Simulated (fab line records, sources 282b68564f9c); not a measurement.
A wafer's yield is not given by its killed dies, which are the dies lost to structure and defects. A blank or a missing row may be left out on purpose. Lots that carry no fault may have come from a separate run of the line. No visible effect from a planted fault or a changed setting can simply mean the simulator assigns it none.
Split-lot trial || flow rit-cmos || 23 wafers read across 5 lots, on a route 202 steps long

== ON THE SPLIT ==
At RIT_PSD_COAT_01 (resist thk 1000 nm), the setting resist-thk-nm was moved away from the recipe's 1000 nm on 9 of the 23 wafers read, by -5.4% to +4.4%. For the rest of the wafers, this setting stayed at what the recipe calls for.

== FROM THE SPLIT TO THE READING: what the file shows between them, 3 steps ==
- RIT_PSD_SOFTBAKE_02: time 60 s
- RIT_PSD_EXPOSE_03: exposes mask M10, target cd 40900 nm
- RIT_PSD_DEVELOP_05: develop time 50 s

== THE READING ==
NOVOLAK_of_PSD_COAT_01.thk-nm (the simulator's own value, which no gauge read), in nm, at RIT_PSD_HARDBAKE_07 (time 60 s). The file gives no usual value for it. Across the 14 wafers here that went through the recipe, the average is 883.4 nm and the standard deviation 1.9 nm.

{"wafer": "L075.1", "tool, chamber at the split": "litho-track-02, 0", "resist-thk-nm as run, nm": 1000, "against the recipe": "recipe", "NOVOLAK_of_PSD_COAT_01.thk-nm, nm": 882.8, "against lot-mates on the recipe": "-"}
{"wafer": "L075.2", "tool, chamber at the split": "litho-track-02, 0", "resist-thk-nm as run, nm": 1023, "against the recipe": "+2.3%", "NOVOLAK_of_PSD_COAT_01.thk-nm, nm": 897.5, "against lot-mates on the recipe": "+15.4"}
{"wafer": "L075.4", "tool, chamber at the split": "litho-track-02, 0", "resist-thk-nm as run, nm": 1000, "against the recipe": "recipe", "NOVOLAK_of_PSD_COAT_01.thk-nm, nm": 881.6, "against lot-mates on the recipe": "-"}
{"wafer": "L075.5", "tool, chamber at the split": "litho-track-02, 0", "resist-thk-nm as run, nm": 1000, "against the recipe": "recipe", "NOVOLAK_of_PSD_COAT_01.thk-nm, nm": 881.8, "against lot-mates on the recipe": "-"}
{"wafer": "L075.6", "tool, chamber at the split": "litho-track-02, 0", "resist-thk-nm as run, nm": 1023, "against the recipe": "+2.3%", "NOVOLAK_of_PSD_COAT_01.thk-nm, nm": 903, "against lot-mates on the recipe": "+20.9"}
{"wafer": "L078.1", "tool, chamber at the split": "litho-track-04, 0", "resist-thk-nm as run, nm": 1000, "against the recipe": "recipe", "NOVOLAK_of_PSD_COAT_01.thk-nm, nm": 884.6, "against lot-mates on the recipe": "-"}
{"wafer": "L078.2", "tool, chamber at the split": "litho-track-04, 0", "resist-thk-nm as run, nm": 1000, "against the recipe": "recipe", "NOVOLAK_of_PSD_COAT_01.thk-nm, nm": 882.9, "against lot-mates on the recipe": "-"}
{"wafer": "L078.3", "tool, chamber at the split": "litho-track-04, 0", "resist-thk-nm as run, nm": 945.8, "against the recipe": "-5.4%", "NOVOLAK_of_PSD_COAT_01.thk-nm, nm": 836.9, "against lot-mates on the recipe": -46.6}
{"wafer": "L078.5", "tool, chamber at the split": "litho-track-04, 0", "resist-thk-nm as run, nm": 945.8, "against the recipe": "-5.4%", "NOVOLAK_of_PSD_COAT_01.thk-nm, nm": 836.8, "against lot-mates on the recipe": -46.7}
{"wafer": "L078.6", "tool, chamber at the split": "litho-track-04, 0", "resist-thk-nm as run, nm": 1000, "against the recipe": "recipe", "NOVOLAK_of_PSD_COAT_01.thk-nm, nm": 883, "against lot-mates on the recipe": "-"}
{"wafer": "L080.1", "tool, chamber at the split": "litho-track-01, 0", "resist-thk-nm as run, nm": 1000, "against the recipe": "recipe", "NOVOLAK_of_PSD_COAT_01.thk-nm, nm": 884.3, "against lot-mates on the recipe": "-"}
{"wafer": "L080.2", "tool, chamber at the split": "litho-track-01, 0", "resist-thk-nm as run, nm": 1032, "against the recipe": "+3.2%", "NOVOLAK_of_PSD_COAT_01.thk-nm, nm": 909, "against lot-mates on the recipe": "+25.4"}
{"wafer": "L080.3", "tool, chamber at the split": "litho-track-01, 0", "resist-thk-nm as run, nm": 1032, "against the recipe": "+3.2%", "NOVOLAK_of_PSD_COAT_01.thk-nm, nm": 907.6, "against lot-mates on the recipe": "+24.0"}
{"wafer": "L080.4", "tool, chamber at the split": "litho-track-01, 0", "resist-thk-nm as run, nm": 1000, "against the recipe": "recipe", "NOVOLAK_of_PSD_COAT_01.thk-nm, nm": 881.4, "against lot-mates on the recipe": "-"}
{"wafer": "L080.5", "tool, chamber at the split": "litho-track-01, 0", "resist-thk-nm as run, nm": 1000, "against the recipe": "recipe", "NOVOLAK_of_PSD_COAT_01.thk-nm, nm": 885.1, "against lot-mates on the recipe": "-"}
{"wafer": "L081.1", "tool, chamber at the split": "litho-track-01, 0", "resist-thk-nm as run, nm": 1044, "against the recipe": "+4.4%", "NOVOLAK_of_PSD_COAT_01.thk-nm, nm": 918.3, "against lot-mates on the recipe": "+37.2"}
{"wafer": "L081.2", "tool, chamber at the split": "litho-track-01, 0", "resist-thk-nm as run, nm": 1044, "against the recipe": "+4.4%", "NOVOLAK_of_PSD_COAT_01.thk-nm, nm": 920.5, "against lot-mates on the recipe": "+39.4"}
{"wafer": "L081.3", "tool, chamber at the split": "litho-track-01, 0", "resist-thk-nm as run, nm": 1044, "against the recipe": "+4.4%", "NOVOLAK_of_PSD_COAT_01.thk-nm, nm": 919.2, "against lot-mates on the recipe": "+38.1"}
{"wafer": "L081.5", "tool, chamber at the split": "litho-track-01, 0", "resist-thk-nm as run, nm": 1000, "against the recipe": "recipe", "NOVOLAK_of_PSD_COAT_01.thk-nm, nm": 880.8, "against lot-mates on the recipe": "-"}
{"wafer": "L081.6", "tool, chamber at the split": "litho-track-01, 0", "resist-thk-nm as run, nm": 1000, "against the recipe": "recipe", "NOVOLAK_of_PSD_COAT_01.thk-nm, nm": 881.4, "against lot-mates on the recipe": "-"}
{"wafer": "L082.1", "tool, chamber at the split": "litho-track-04, 0", "resist-thk-nm as run, nm": 1000, "against the recipe": "recipe", "NOVOLAK_of_PSD_COAT_01.thk-nm, nm": 888.2, "against lot-mates on the recipe": "-"}
{"wafer": "L082.3", "tool, chamber at the split": "litho-track-04, 0", "resist-thk-nm as run, nm": 1000, "against the recipe": "recipe", "NOVOLAK_of_PSD_COAT_01.thk-nm, nm": 884.5, "against lot-mates on the recipe": "-"}
{"wafer": "L082.6", "tool, chamber at the split": "litho-track-04, 0", "resist-thk-nm as run, nm": 1000, "against the recipe": "recipe", "NOVOLAK_of_PSD_COAT_01.thk-nm, nm": 884.9, "against lot-mates on the recipe": "-"}

FIT RESULTS
A straight line over all 23 wafers: NOVOLAK_of_PSD_COAT_01.thk-nm changes by +8.27 nm for each +1% of resist-thk-nm; r = +1.00; the points scatter about the line by 2 nm.
The same after taking each lot's own level away (the mean of its wafers on the recipe; 23 wafers): +8.49 nm for each +1%; r = +1.00; scatter 1.6 nm.
The reading moves by 46 nm for the largest change in resist-thk-nm, on that fit.
The lots' own levels span 881.10 to 885.87 nm, that is 2.5 times the standard deviation above.
Hence the lot-to-lot level has little effect on the slope; both slopes agree.
Check: with one of the wafers moved furthest among these (-5.4%) left out of the fit, the line predicts -46.2 nm for it against its lot-mates. It came out at -46.6 nm against them.

== OTHER SPLITS ON THESE WAFERS ==
These wafers also went through other splits before the reading. Each is held against what the fit with the lots' levels taken away leaves over:
{"other split on the same wafers": "RIT_NSD_COAT_01 resist-thk-nm", "wafers away from the commonest value": 5, "r with NOVOLAK_of_PSD_COAT_01.thk-nm (lot level and that fit taken away)": -0.30}
{"other split on the same wafers": "RIT_NSD_IMPLANT_08 dose-cm2", "wafers away from the commonest value": 9, "r with NOVOLAK_of_PSD_COAT_01.thk-nm (lot level and that fit taken away)": "+0.18"}

== THE WHOLE CHAIN: every reading that the file lists as answering this split, in the file's order ==
{"step": "RIT_PSD_COAT_01", "what it does": "resist thk 1000 nm", "reading": "NOVOLAK_of_PSD_COAT_01.thk-nm (the simulator's own value, which no gauge read)", "change (the file's fit)": "+9.64 nm for each +1% of the setting", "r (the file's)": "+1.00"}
{"step": "RIT_PSD_HARDBAKE_07", "what it does": "time 60 s", "reading": "NOVOLAK_of_PSD_COAT_01.thk-nm (the simulator's own value, which no gauge read)", "change (the file's fit)": "+8.43 nm for each +1% of the setting", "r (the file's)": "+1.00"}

== THE FILE'S OWN FIT ==
NOVOLAK_of_PSD_COAT_01.thk-nm changes by +8.43 nm for each +1% of resist-thk-nm, r = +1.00.
